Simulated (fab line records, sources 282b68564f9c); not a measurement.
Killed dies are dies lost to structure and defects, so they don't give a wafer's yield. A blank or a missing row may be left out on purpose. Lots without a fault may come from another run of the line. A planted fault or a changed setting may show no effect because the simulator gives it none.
A struck lot beside a sound one | flow rit_cmos | 32 steps out of a route of 202
Sound: wafers L172.2, L172.4, L172.5. Struck: wafers L181.2, L181.5, L181.6. The cause comes at the end.
At each step with rows: each side's tool, then ch and its chambers, then its first start. Under that, the readings that differ: sound wafers | struck wafers | difference of the means | sigmas: that difference in standard deviations of wafers without a fault.
alike: readings whose means differ by less than 2 such deviations, and words and numbers that are the same on both sides. not compared: withheld readings, readings that some wafer has no value for, bounds like >300 that may hide the same value, and numbers for which the record gives no deviation and whose values overlap.
The two part at a step that has a row with sigmas, a row that says differs or no value, or rows on one side only. Numbers that don't overlap but have no deviation are shown without sigmas and don't part them. A reading that every wafer of one side lacks parts them only if that side has two wafers or more.

first, 2 steps without rows for these wafers: RIT_SPACER_CLEAN_02 (cleans in SC2, time 600 s); RIT_SPACER_CVD_03 (deposits Si3N4 from SiH2Cl2/NH3, target thk 250 nm, time 3300 s).
RIT_SPACER_THK_MEAS_04:
  sound on film_metro-01, day 4 15:25; struck on film_metro-02, day 6 07:33
  alike: SPACER_NITRIDE_THK
RIT_SPACER_ETCHBACK_05: etches Si3N4 in SF6/CHF3, stops on SiO2, target depth 250 nm, time 240 s.
  sound on rie_diel-04 ch 0,3, day 4 15:28; struck on rie_diel-01 ch 0,3, day 6 07:36
  alike: drypump_motor_current_A, oes_product_au, throttle_valve_pct
  not compared: rf_hours_counter_h
then, 6 steps without rows for these wafers: RIT_NSD_HMDS_00 (prime time 60 s); RIT_NSD_COAT_01 (resist thk 1000 nm); RIT_NSD_SOFTBAKE_02 (time 60 s); RIT_NSD_EXPOSE_03 (exposes mask M9, target cd 40700 nm); RIT_NSD_PEB_04; RIT_NSD_DEVELOP_05 (develop time 50 s).
RIT_NSD_OVL_MEAS_06:
  sound on overlay-01, day 4 16:29; struck on overlay-01, day 6 08:53
  alike: NSD_OVL
then, 1 step without rows for these wafers: RIT_NSD_HARDBAKE_07 (time 60 s).
RIT_NSD_IMPLANT_08:
  sound on implanter-02 ch 0, day 4 16:41; struck on implanter-02 ch 0, day 6 09:05
  reading            | sound          | struck            | difference | sigmas
  beam_on_s (s)      | 9.94 9.95 9.93 | 14.13 14.51 14.19 | +4.34      | +26
  faraday_current_uA | 3133 3119 3156 | 2219 2160 2207    | -941       | -17
  alike: end_station_pressure_torr
RIT_NSD_STRIP_09: strips in O2, time 180 s.
  sound on plasma_asher-02 ch 0,1, day 4 16:49; struck on plasma_asher-01 ch 0,1, day 6 09:13
  alike: drypump_motor_current_A
  not compared: rf_hours_counter_h
RIT_NSD_TW_MEAS_10:
  sound on film_metro-03, day 4 16:59; struck on film_metro-04, day 6 09:38
  reading | sound          | struck         | difference | sigmas
  NSD_TW  | 3098 3104 3100 | 3348 3356 3350 | +251       | +13
  not compared: hold
then, 5 steps without rows for these wafers: RIT_PSD_COAT_01 (resist thk 1000 nm); RIT_PSD_SOFTBAKE_02 (time 60 s); RIT_PSD_EXPOSE_03 (exposes mask M10, target cd 40900 nm); RIT_PSD_PEB_04; RIT_PSD_DEVELOP_05 (develop time 50 s).
RIT_PSD_OVL_MEAS_06:
  sound on overlay-01, day 4 17:54; struck on overlay-01, day 6 13:53
  alike: PSD_OVL
then, 2 steps without rows for these wafers: RIT_PSD_HARDBAKE_07 (time 60 s); RIT_PSD_IMPLANT_08.
RIT_PSD_STRIP_09: strips in O2, time 180 s.
  sound on plasma_asher-04 ch 1, day 4 18:14; struck on plasma_asher-04 ch 0,1, day 6 14:17
  alike: drypump_motor_current_A
  not compared: rf_hours_counter_h
RIT_PSD_TW_MEAS_10:
  sound on film_metro-02, day 4 18:25; struck on film_metro-03, day 6 14:28
  alike: PSD_TW
then, 3 steps without rows for these wafers: RIT_SDANNEAL_CLEAN_00 (cleans in SC1, time 600 s); RIT_SDANNEAL_CLEAN_01 (cleans in dHF, time 30 s); RIT_SDANNEAL_CLEAN_02 (cleans in SC2, time 600 s).
RIT_SDANNEAL_RTA_03: time 5 s.
  sound on rtp_anneal-01 ch 0, day 4 18:52; struck on rtp_anneal-01 ch 0, day 6 15:10
  alike: anneal_temp_c_max, wafer_temp_C_max
RIT_SDANNEAL_RS_MEAS_04: measures by four-point-probe.
  sound on film_metro-04, day 4 18:56; struck on film_metro-03, day 6 15:24
  alike: PSD_RS
RIT_SDANNEAL_RS_MEAS_05: measures by four-point-probe.
  sound on film_metro-04, day 4 19:03; struck on film_metro-03, day 6 15:49
  reading         | sound             | struck            | difference | sigmas
  NSD_RS (ohm/sq) | 84.71 84.90 84.72 | 64.26 64.58 64.49 | -20.33     | -70
  not compared: hold
RIT_M1_PROBE_99:
  the record has rows for the sound wafers here (prober-01, day 5 02:43) and none for the struck ones

WHERE THEY PART
First at RIT_NSD_IMPLANT_08; last, within this record, at RIT_M1_PROBE_99.

WHY: what the simulator had put in
Process parameter drift: implanter-02, from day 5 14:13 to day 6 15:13, at RIT_NSD_IMPLANT_08. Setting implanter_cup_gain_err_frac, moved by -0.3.
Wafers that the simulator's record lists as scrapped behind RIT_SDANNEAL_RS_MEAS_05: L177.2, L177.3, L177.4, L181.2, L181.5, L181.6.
